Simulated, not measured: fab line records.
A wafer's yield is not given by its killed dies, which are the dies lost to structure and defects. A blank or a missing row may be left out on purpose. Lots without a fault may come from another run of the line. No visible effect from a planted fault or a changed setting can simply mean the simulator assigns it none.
Struck lot and sound lot, side by side / flow rit cmos / 15 steps out of a route of 202
Sound: these wafers, L589.1, L589.2, L589.5. Struck: wafers L598.4, L598.6 (left out: L598.2, a lot-mate that was not struck); the cause follows at the end.
Order at every step that has rows: each side's tool, ch and its chambers, its first start. Under that, the readings that differ: sound wafers / struck wafers / difference of the means / sigmas: that difference in standard deviations of wafers without a fault.
alike: a reading whose means differ by less than 2 such deviations, as well as words and numbers matching on both sides. not compared: withheld readings; readings where some wafer has no value; bounds like >300 that might hide an equal value; numbers whose values overlap and for which the record gives no deviation.
The two part at a step that has a row with sigmas, a row that says differs or no value, or rows on one side only. Non-overlapping numbers with no deviation appear without sigmas and do not part them. A reading missing from all wafers of one side parts the sides only when that side holds two or more wafers.

RIT_M1_SPUTTER_00: material Al, target thk 400 nm, time 500 s.
  struck on pvd sputter-02, day 6 04:34; sound on pvd sputter-01, day 4 05:30
  alike: throttle valve pct
RIT_M1_RS_MEAS_01: the measuring method here is four-point-probe.
  struck on film metro-03, day 6 04:53; sound on film metro-02, day 4 05:47
  alike: M1_AL_RS
RIT_M1_THK_MEAS_02: measures by xrf.
  struck on film metro-03, day 6 05:00; sound on film metro-02, day 4 05:55
  alike: M1_AL_THK
then, 6 steps without rows for these wafers: RIT_M1_HMDS_03 (prime time 60 s); RIT_M1_COAT_04 (resist thk 1300 nm); RIT_M1_SOFTBAKE_05 (time 60 s); RIT_M1_EXPOSE_06 (exposes mask M12, target cd 2600 nm); RIT_M1_PEB_07; RIT_M1_DEVELOP_08 (develop time 68 s).
RIT_M1_CD_MEAS_09: the cd target is 2600 nm.
  struck on cd sem-01, day 6 06:04; sound on cd sem-01, day 4 07:12
  alike: cd nm
RIT_M1_OVL_MEAS_10:
  struck on overlay-01, day 6 06:11; sound on overlay-02, day 4 07:19
  alike: M1_OVL
then, 1 step without rows for these wafers: RIT_M1_HARDBAKE_11 (time 120 s).
RIT_M1_METAL_ETCH_12: etches Al in Cl2/BCl3, stops on SiO2, time 165 s, target depth 600 nm.
  sound on rie metal-01 ch 0,1, day 4 07:37; struck on rie metal-01 ch 1, day 6 06:28
reading=oes product au (a.u.); sound=0.803 0.783 0.767; struck=0.851 0.860; difference=+0.071; sigmas=+5
reading=run length s (s); sound=193.39 193.40 192.95; struck=182.33 182.33; difference=-10.92; sigmas=-40
reading=model.NOVOLAK_of_M1_COAT_04.thk nm (nm); sound=812.2 796.5 792.8; struck=831.9 832.4; difference=+31.6; sigmas=
  alike: drypump motor current A, he backside leak sccm, throttle valve pct
  not compared: rf hours counter h
then, 1 step without rows for these wafers: RIT_M1_STRIP_13 (strips in nmp, time 600 s).
RIT_M1_PROBE_99:
  struck on prober-02, day 6 08:52; sound on prober-01, day 4 09:53
  alike: defect limited yield, killed at contacts, killed at front end, killed dies, killed open, killed short, sort_bin_3_pad_short, sort_bin_5_function, sort_bin_6_memory, sort n pass, sort yield pct

WHERE THEY PART
RIT_M1_METAL_ETCH_12 only, going by this record. Later steps at which nothing parts them and some readings are alike: RIT_M1_PROBE_99.

WHY: the cause the simulator had injected
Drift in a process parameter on rie metal-01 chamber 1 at RIT_M1_METAL_ETCH_12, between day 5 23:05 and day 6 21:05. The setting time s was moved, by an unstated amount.
